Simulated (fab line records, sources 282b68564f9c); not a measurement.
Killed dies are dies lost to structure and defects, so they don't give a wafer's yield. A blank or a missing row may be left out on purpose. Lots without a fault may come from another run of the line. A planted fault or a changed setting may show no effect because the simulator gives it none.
Which tool did it? | flow rit_cmos | 13 lots, 39 wafers sampled, at 3 steps of a route of 202

WHAT THE GAUGES READ, wafer by wafer
RIT_NWELL_OVL_MEAS_06.
lot  | measured    | on         | NWELL_OVL (nm)
L171 | day 2 09:04 | overlay-01 | -0.4 0.9 0.4
L173 | day 2 17:58 | overlay-01 | -0.7 -0.9 0.4
L175 | day 3 02:28 | overlay-02 | -1.0 -3.1 -2.7
L177 | day 3 14:04 | overlay-01 | 0.0 1.0 0.4
L178 | day 3 19:10 | overlay-02 | - - -
L184 | day 5 00:39 | overlay-02 | -1.1 -2.1 0.4
L185 | day 5 04:46 | overlay-01 | -0.9 -0.2 -1.3
L186 | day 5 10:58 | overlay-01 | -1.3 -1.9 -0.7
L187 | day 5 15:20 | overlay-02 | -3.0 -3.7 -2.7
L188 | day 5 19:32 | overlay-02 | -2.3 -2.1 -2.8
L190 | day 6 05:19 | overlay-02 | -0.7 -2.8 -1.2
L191 | day 6 12:00 | overlay-02 | 0.3 -0.9 1.7
L192 | day 6 15:19 | overlay-02 | -2.1 -2.4 -1.9

RIT_NWELL_TW_MEAS_10.
lot  | measured    | on            | NWELL_TW
L171 | day 2 09:41 | film_metro-02 | 2131 2144 2140
L173 | day 2 18:34 | film_metro-02 | 2145 2127 2147
L175 | day 3 03:06 | film_metro-03 | 2145 2132 2132
L177 | day 3 14:41 | film_metro-03 | 2124 2129 2133
L178 | day 3 19:46 | film_metro-02 | 30 30 30 30 30 30
L184 | day 5 01:16 | film_metro-02 | 2148 2154 2141
L185 | day 5 05:23 | film_metro-01 | 2144 2142 2160
L186 | day 5 11:34 | film_metro-01 | 2143 2145 2143
L187 | day 5 15:58 | film_metro-01 | 2131 2149 2150
L188 | day 5 20:09 | film_metro-02 | 2157 2148 2156
L190 | day 6 05:56 | film_metro-01 | 2154 2158 2159
L191 | day 6 12:37 | film_metro-03 | 2141 2142 2156
L192 | day 6 15:56 | film_metro-02 | 2143 2146 2161

WHICH TOOL RAN EACH LOT (tool, then ch and the chambers of the sampled wafers, then the start)
lot  | RIT_NWELL_EXPOSE_03
L171 | iline_stepper-02 ch 0, day 2 08:39
L173 | iline_stepper-02 ch 0, day 2 17:32
L175 | iline_stepper-02 ch 0, day 3 02:03
L177 | iline_stepper-02 ch 0, day 3 13:38
L178 | iline_stepper-01 ch 0, day 3 18:32
L184 | iline_stepper-01 ch 0, day 5 00:14
L185 | iline_stepper-01 ch 0, day 5 04:21
L186 | iline_stepper-01 ch 0, day 5 10:32
L187 | iline_stepper-01 ch 0, day 5 14:56
L188 | iline_stepper-02 ch 0, day 5 19:07
L190 | iline_stepper-01 ch 0, day 6 04:53
L191 | iline_stepper-01 ch 0, day 6 11:34
L192 | iline_stepper-01 ch 0, day 6 14:53
- RIT_NWELL_EXPOSE_03: exposes mask M2, target cd 43900 nm.

WHAT THE TOOLS THEMSELVES READ (means of the sampled wafers that have a number; where no wafer has one, the mark that the record gives instead)
RIT_NWELL_EXPOSE_03.
lot  | tool             | exposure_dose_mJ_cm2
L171 | iline_stepper-02 | 250.15
L173 | iline_stepper-02 | 249.92
L175 | iline_stepper-02 | 249.92
L177 | iline_stepper-02 | 250.02
L178 | iline_stepper-01 | 249.83
L184 | iline_stepper-01 | 249.93
L185 | iline_stepper-01 | 249.94
L186 | iline_stepper-01 | 249.98
L187 | iline_stepper-01 | 250.07
L188 | iline_stepper-02 | 249.96
L190 | iline_stepper-01 | 250.04
L191 | iline_stepper-01 | 249.97
L192 | iline_stepper-01 | 249.87

THE ANSWER, worked out from the rows above alone
Rule: what is usual is taken from the lots themselves. Put in order of their means at a reading, lots are off if they are a third of the lots or fewer, leave a main group of 4 or more, and stand apart from it by a gap of 3 or more times the standard deviation of the main group's means; of several such gaps the widest counts. A main group whose means are all the same, to the digits that the tables above print for the reading, isn't used. A lot without any number at a reading at which 4 lots or more have one is off too. The other lots that the step has rows for count as sound. The gauges are gone through in route order, then the tools' own readings, and for those a lot's mean is taken as printed above. The first step at which some lot is off is used, and at that step the reading that is off furthest; a lot without a number counts as furthest.
Off: L178, at RIT_NWELL_OVL_MEAS_06 (NWELL_OVL). Without a number there: L178. The main group: mean -1.1 nm, standard deviation 1.1.
A tool fits if, at a process step before that reading, it ran every lot that is off, and no sound lot after the first of them. The gauges at RIT_NWELL_OVL_MEAS_06 aren't tried: what is off there is off at RIT_NWELL_TW_MEAS_10 too, on other tools, and a gauge's error can't cause that. None of those tried fits.

WHAT THE SIMULATOR HAD PUT IN
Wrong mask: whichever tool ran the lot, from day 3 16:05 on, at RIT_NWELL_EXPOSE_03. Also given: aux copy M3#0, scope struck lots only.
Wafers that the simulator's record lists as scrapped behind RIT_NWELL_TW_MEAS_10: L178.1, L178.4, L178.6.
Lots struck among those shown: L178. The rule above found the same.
